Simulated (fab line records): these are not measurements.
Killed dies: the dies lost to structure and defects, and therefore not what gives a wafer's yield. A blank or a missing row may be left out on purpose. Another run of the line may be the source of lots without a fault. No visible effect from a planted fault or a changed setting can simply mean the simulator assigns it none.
8D (eight disciplines) problem report, filled in by code	flow berkeley cmos170	the parts of the form that need people (team, actions taken, sign-off) are left out

## 1. WHAT IS WRONG
At UCB170_NVT_PEB_04, heater power total W averages 53.82 W over 9 wafers from 3 lots, while fault-free wafers read 56.81 W, standard deviation 0.046. Relative to the usual mean, that is a shift of -65 standard deviations.
First seen on wafer L249.1, day 7 08:15, on litho track-03. The record has a number at this step for 21 wafers belonging to 7 lots. The rule behind "out" and "out of limits": a value lying over 4 standard deviations away from the usual mean. The other wafers with a number count as sound.

## 2. WHAT IT IS, AND WHAT IT ISN'T
question	is	is not
which readings at this step	heater power total W, plate temp C	-
which lots	L248, L249, L252	L238, L244, L251, L260
which wafers of those lots	all that have a number	-
read on which tools	litho track-03	litho track-01, litho track-04
when	from day 7 08:15	up to then (6 sound wafers); but 6 sound wafers of L251, L260 came after

## 3. SUSPECTS, AND WHAT RULES EACH OUT
Counting: a tool stays on the suspect list if, at a process step up to the reading, it processed all lots that are out and no sound lot following the first of them.
- litho track-03 at UCB170_NVT_PEB_04: ruled out as a lasting fault. Following L249 (day 7 08:15), the first lot on it that is out, the sound lots L260 were run on it.
Left after counting: nothing in the record.

## 4. THE CAUSE (what the simulator had put in)
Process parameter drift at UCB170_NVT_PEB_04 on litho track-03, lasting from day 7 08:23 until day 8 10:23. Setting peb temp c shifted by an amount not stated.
Counting ruled it out, wrongly.

## 5. THE EFFECT CHAIN, in route order
Each row: a reading whose mean over the struck wafers that have a number lies more than 3 standard deviations from the usual. Scope: only readings with a usual standard deviation given in the record; hours: median across lots of the time from each lot's start at the first step in this table that gives one to its start at this step; sigmas: change in usual standard deviations.
hours	step	reading	usual	on struck wafers	change	sigmas
0	UCB170_NVT_PEB_04	heater power total W	56.81 W	53.82	-2.99	-65
0	UCB170_NVT_PEB_04	plate temp C	129.97 C	124.65	-5.32	-44
Here are the process steps it includes:
- UCB170_NVT_PEB_04
At these later measuring or inspecting steps, every struck wafer for which the step has a row has a number for every such reading, and none has moved that far: UCB170_NVT_OVL_MEAS_06.

## 6. HOW IT WOULD HAVE BEEN CAUGHT EARLIER
In this record the first reading out of limits was taken at day 7 08:15.
